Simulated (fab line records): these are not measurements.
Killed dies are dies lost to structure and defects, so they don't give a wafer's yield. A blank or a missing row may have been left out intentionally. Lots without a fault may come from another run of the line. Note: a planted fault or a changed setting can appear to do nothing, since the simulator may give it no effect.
2 desks looking at one fault -- flow berkeley-cmos170 -- what lay behind the numbers comes last; until then each desk has only its own

## METROLOGY DESK
What the gauges read, lot by lot, whatever tool the lot ran on: means of the sampled wafers that have a number. A lot is out of limits, marked OUT, if its mean lies more than 4 standard deviations from the usual mean; the brackets give that distance.
Columns: A = cd-nm at UCB170_NSD_CD_MEAS_06, usual 1199.5 nm; B = cd-nm at UCB170_M1_CD_MEAS_09, usual 700.4 nm
lot,first seen here,A,B
L812,day 6 19:25,1199.3,700.7
L814,day 7 03:17,1200.8,700.0
L816,day 7 12:41,1199.3,700.2
L815,day 7 13:07,1200.2,700.3
L818,day 7 20:10,1200.0,698.2
L817,day 7 20:29,1198.0,701.5
L819,day 8 10:26,1199.6,701.0
L821,day 8 16:25,1198.1,701.8
L822,day 8 17:01,1197.1,700.0
L826,day 9 18:59,1200.5,699.4
L825,day 9 19:50,1199.8,699.8
L828,day 10 03:02,1200.4,700.3
L831,day 11 00:30,1198.0,695.5 (-4.5) OUT
L832,day 11 00:43,1200.3,697.0
L834,day 11 05:13,1199.6,694.8 (-5.1) OUT
This desk's finding: out of limits on L831, L834; first on L831, day 11 09:39 (cd-nm at UCB170_M1_CD_MEAS_09). In limits: L812, L814, L816, L815, L818, L817, L819, L821, L822, L826, L825, L828, L832.

## TOOL OWNER'S DESK, krf-scanner-01
The tool's own readings at UCB170_M1_EXPOSE_06 (exposes mask METAL1, target cd 700 nm): means of the sampled wafers that have a number, for each lot that ran on this tool. A lot is out of limits, marked OUT, if its mean lies more than 4 standard deviations from the usual mean; the brackets give that distance.
Columns: A = exposure-dose-mJ-cm2 at UCB170_M1_EXPOSE_06, usual 20.989
lot,first seen here,A
L812,day 7 03:53,21.013
L815,day 7 22:12,21.000
L818,day 8 04:46,20.993
L819,day 8 20:04,21.001
L821,day 9 02:27,20.977
L822,day 9 02:42,21.006
L828,day 10 10:57,21.030
L831,day 11 09:06,20.874 (-5.2) OUT
L832,day 11 09:17,20.855 (-6.1) OUT
L834,day 11 16:17,20.704 (-13) OUT
This desk's finding: out of limits on L831, L832, L834; first on L831, day 11 09:06 (exposure-dose-mJ-cm2 at UCB170_M1_EXPOSE_06). In limits: L812, L815, L818, L819, L821, L822, L828.

## BROUGHT TOGETHER
On L831, L832, L834, at day 11 09:06, an alarm was possible from the tool owner's desk.
The metrology desk could have raised an alarm at day 11 09:39, on L831, L834.
The metrology desk holds a record of L832, inside its limits.
Every lot named ran UCB170_M1_EXPOSE_06 on krf-scanner-01.

## WHAT THE SIMULATOR PUT IN
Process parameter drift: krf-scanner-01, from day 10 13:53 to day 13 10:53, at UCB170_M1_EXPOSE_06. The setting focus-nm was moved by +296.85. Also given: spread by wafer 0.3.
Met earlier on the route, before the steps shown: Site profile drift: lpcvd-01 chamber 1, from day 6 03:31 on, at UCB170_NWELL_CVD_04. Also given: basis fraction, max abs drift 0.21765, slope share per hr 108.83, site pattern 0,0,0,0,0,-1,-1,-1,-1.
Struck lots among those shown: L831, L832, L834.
Time in hours from fault onset to the first out-of-limits reading at each desk: tool owner's desk 19, metrology desk 20.
